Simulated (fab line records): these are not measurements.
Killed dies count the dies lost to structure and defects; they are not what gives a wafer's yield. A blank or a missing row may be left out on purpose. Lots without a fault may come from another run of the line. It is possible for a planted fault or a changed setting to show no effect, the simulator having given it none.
Which tool did it? + flow berkeley_cmos170 + at 1 step of a route of 331, 7 lots with 21 wafers sampled

WHAT EACH GAUGE READ, for each wafer
UCB170_START_BOW_MEAS_00.
| lot  | measured    | on            | INCOMING_BOW (um) |
|------|-------------|---------------|-------------------|
| L620 | day 1 15:02 | film_metro-04 | -5 6 -11          |
| L623 | day 2 06:00 | film_metro-04 | 2 3 10            |
| L625 | day 2 16:01 | film_metro-03 | -3 0 9            |
| L627 | day 3 02:01 | film_metro-04 | 6 0 -3            |
| L629 | day 3 12:00 | film_metro-03 | -4 -4 -1          |
| L633 | day 4 08:00 | film_metro-01 | 3 -5 2            |
| L638 | day 5 09:00 | film_metro-03 | -10 -7 -3         |

WHICH TOOL RAN EACH LOT (tool, then ch and the chambers of the sampled wafers, then the start)
No process step before these readings appears in the record.

THE ANSWER, worked out from the rows above alone
Rule: the usual values come from the lots themselves. Put in order of their means at a reading, lots are off if they are a third of the lots or fewer, leave a main group of 4 or more, and stand apart from it by a gap of 3 or more times the standard deviation of the main group's means; of several such gaps the widest counts. Not used: any main group whose means are identical at the precision the tables above print for the reading. Also off: a lot with no number at a reading for which 4 or more lots have one. All remaining lots with rows at the step are treated as sound.
Nothing can be told from this: no lot is off at any reading shown.

WHAT HAD BEEN PUT IN BY THE SIMULATOR
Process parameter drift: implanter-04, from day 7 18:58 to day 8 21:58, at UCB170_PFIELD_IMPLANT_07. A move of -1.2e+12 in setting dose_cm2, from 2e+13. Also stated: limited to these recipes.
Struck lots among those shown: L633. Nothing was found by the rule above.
